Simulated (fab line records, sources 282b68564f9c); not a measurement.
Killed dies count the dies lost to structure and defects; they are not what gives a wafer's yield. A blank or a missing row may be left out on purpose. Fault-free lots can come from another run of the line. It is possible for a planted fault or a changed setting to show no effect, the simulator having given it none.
The tool behind it: which one?    flow ritCmos    42 wafers from 14 lots sampled at 4 of the route's 202 steps

== WHAT THE GAUGES SHOWED, per wafer ==
RIT_FOX2_THK_MEAS_01. Usual: FOX2_OXIDE_THK gives 349 nm (standard deviation 6.3).
lot   measured     on            FOX2_OXIDE_THK (nm)  flag
L947  day 1 19:04  filmMetro-01  356 359 349          
L950  day 2 12:34  filmMetro-01  348 347 348          
L951  day 2 19:43  filmMetro-01  338 343 344          
L952  day 2 22:30  filmMetro-02  348 345 349          
L955  day 3 16:43  filmMetro-02  347 348 347          
L956  day 3 20:54  filmMetro-01  358 353 350          
L957  day 3 21:50  filmMetro-01  270 269 266          OFF
L959  day 4 08:42  filmMetro-01  277 276 274          OFF
L963  day 5 04:28  filmMetro-02  350 349 347          
L964  day 5 08:06  filmMetro-03  353 348 350          
L966  day 5 18:09  filmMetro-01  347 353 347          
L967  day 5 23:59  filmMetro-03  345 349 346          
L968  day 6 04:56  filmMetro-02  343 347 341          
L969  day 6 12:49  filmMetro-01  356 345 356          

RIT_FOX2_THK_MEAS_90. Usual: FIELD_OXIDE_LEFT_1_THK gives 322 nm (standard deviation 6.2).
lot   measured     on            FIELD_OXIDE_LEFT_1_THK (nm)  flag
L947  day 1 19:56  filmMetro-01  328 331 322                  
L950  day 2 13:27  filmMetro-01  320 320 320                  
L951  day 2 20:35  filmMetro-02  311 316 317                  
L952  day 2 23:22  filmMetro-02  321 317 322                  
L955  day 3 17:36  filmMetro-01  319 321 320                  
L956  day 3 21:47  filmMetro-02  331 326 322                  
L957  day 3 22:47  filmMetro-01  242 241 239                  OFF
L959  day 4 09:35  filmMetro-01  250 249 247                  OFF
L963  day 5 05:21  filmMetro-01  323 322 319                  
L964  day 5 08:59  filmMetro-02  325 321 323                  
L966  day 5 19:02  filmMetro-01  319 325 320                  
L967  day 6 01:01  filmMetro-02  318 322 318                  
L968  day 6 05:57  filmMetro-03  316 320 313                  
L969  day 6 13:46  filmMetro-01  329 318 329                  

RIT_FOX2_THK_MEAS_91. Usual: FIELD_OXIDE_LEFT_2_THK gives 254 nm (standard deviation 6.2).
lot   measured     on            FIELD_OXIDE_LEFT_2_THK (nm)  flag
L947  day 2 08:27  filmMetro-02  259 263 253                  
L950  day 3 03:04  filmMetro-02  252 252 252                  
L951  day 3 09:01  filmMetro-03  243 248 250                  
L952  day 3 12:50  filmMetro-03  253 249 254                  
L955  day 4 06:01  filmMetro-01  250 252 252                  
L956  day 4 11:47  filmMetro-02  263 258 254                  
L957  day 4 12:05  filmMetro-02  174 174 171                  OFF
L959  day 4 23:29  filmMetro-01  182 182 180                  OFF
L963  day 5 18:20  filmMetro-02  255 254 252                  
L964  day 5 21:33  filmMetro-01  258 253 255                  
L966  day 6 08:40  filmMetro-03  251 257 252                  
L967  day 6 15:04  filmMetro-01  249 254 250                  
L968  day 6 19:43  filmMetro-01  249 252 246                  
L969  day 7 02:58  filmMetro-01  261 249 260                  

== EACH LOT AND THE TOOL THAT RAN IT (in order: tool; ch and the chambers of the sampled wafers; start) ==
lot   RIT_FOX2_OXIDATION_00
L947  furnace-01 ch 0, day 1 17:44
L950  furnace-03 ch 0, day 2 11:15
L951  furnace-04 ch 0, day 2 18:22
L952  furnace-04 ch 0, day 2 21:10
L955  furnace-03 ch 0, day 3 15:23
L956  furnace-03 ch 0, day 3 19:35
L957  furnace-04 ch 0, day 3 20:31
L959  furnace-04 ch 0, day 4 07:23
L963  furnace-01 ch 0, day 5 03:10
L964  furnace-01 ch 0, day 5 06:47
L966  furnace-01 ch 0, day 5 16:50
L967  furnace-03 ch 0, day 5 22:41
L968  furnace-01 ch 0, day 6 03:37
L969  furnace-03 ch 0, day 6 11:30
- RIT_FOX2_OXIDATION_00: target thk 350.7 nm, ox time 1130 s.

== WHAT THE TOOLS THEMSELVES READ (means of the sampled wafers that have a number; where no wafer has one, the mark that the record gives instead) ==
RIT_FOX2_OXIDATION_00. Usual: spikeTcCentreC 1102.3 C, standard deviation 1.3; spikeTcLoadC 1128.4 C, standard deviation 2.8; spikeTcSourceC 1126.3 C, standard deviation 1.1; tubeCenterTempC 1100 C, standard deviation 0.1; tube_center_temp_C_max 1102.9, standard deviation 0.46.
lot   tool        spikeTcCentreC (C)  spikeTcLoadC (C)  spikeTcSourceC (C)  tubeCenterTempC (C)  tube_center_temp_C_max  flag
L947  furnace-01  1103.0              1131.9            1127.6              1100                 1102.7                  
L950  furnace-03  1101.3              1128.8            1125.8              1100                 1102.8                  
L951  furnace-04  1103.7              1123.9            1126.5              1100                 1102.8                  
L952  furnace-04  1102.6              1123.9            1126.7              1100                 1102.7                  
L955  furnace-03  1101.1              1128.3            1126.9              1100                 1102.8                  
L956  furnace-03  1101.6              1129.1            1125.0              1100                 1103.0                  
L957  furnace-04  1062.1              1084.0            1086.4              1060                 1062.4                  OFF
L959  furnace-04  1063.3              1085.1            1086.6              1060                 1063.3                  OFF
L963  furnace-01  1102.8              1131.9            1126.7              1100                 1102.7                  
L964  furnace-01  1104.3              1130.5            1126.9              1100                 1103.1                  
L966  furnace-01  1101.5              1131.3            1126.8              1100                 1102.9                  
L967  furnace-03  1101.8              1129.6            1126.0              1100                 1102.9                  
L968  furnace-01  1103.1              1130.5            1126.7              1100                 1102.5                  
L969  furnace-03  1101.5              1128.0            1124.9              1100                 1102.8                  

== THE ANSWER, worked out from the rows above alone ==
Rule: a lot counts as off when the mean over its wafers that have a number is more than 3 standard deviations away from the usual mean. Also off: a lot with no number at a reading for which 4 or more lots have one. All remaining lots with rows at the step are treated as sound. After the gauges, taken in route order, come the tools' own readings; for these a lot's mean is taken, as printed above. At the first step where some lot is off, the reading lying furthest off is the one used; lots without a number count as furthest.
Off: L957, L959, seen at RIT_FOX2_THK_MEAS_01 (FOX2_OXIDE_THK).
If a tool, at a process step before that reading, ran all the lots that are off and no sound lot after the first of them, it fits. Not tried: the gauges at RIT_FOX2_THK_MEAS_01; whatever is off there is also off at RIT_FOX2_OXIDATION_00, on other tools, and gauge error can't account for it. One candidate fits, namely furnace-04 at RIT_FOX2_OXIDATION_00. Its last sound lot is L952 (day 2 21:10), its first lot that is off L957 (day 3 20:31): a fault that began between those two fits.
The tool's own readings at RIT_FOX2_OXIDATION_00 bear it out: on the lots that are off they differ by more than 5 times the standard deviation of the sound lots' means. spikeTcCentreC reads 1062.7 C there against 1102.4 C on the sound lots; spikeTcLoadC reads 1084.5 C there against 1129.0 C on the sound lots; spikeTcSourceC reads 1086.5 C there against 1126.4 C on the sound lots; tubeCenterTempC reads 1060 C there against 1100 C on the sound lots; tube_center_temp_C_max reads 1062.8 there against 1102.8 on the sound lots.

== WHAT THE SIMULATOR HAD PUT IN ==
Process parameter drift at RIT_FOX2_OXIDATION_00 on furnace-04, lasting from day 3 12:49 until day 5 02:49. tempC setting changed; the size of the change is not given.
Lots struck among those shown: L957, L959. The same result came from the rule above.
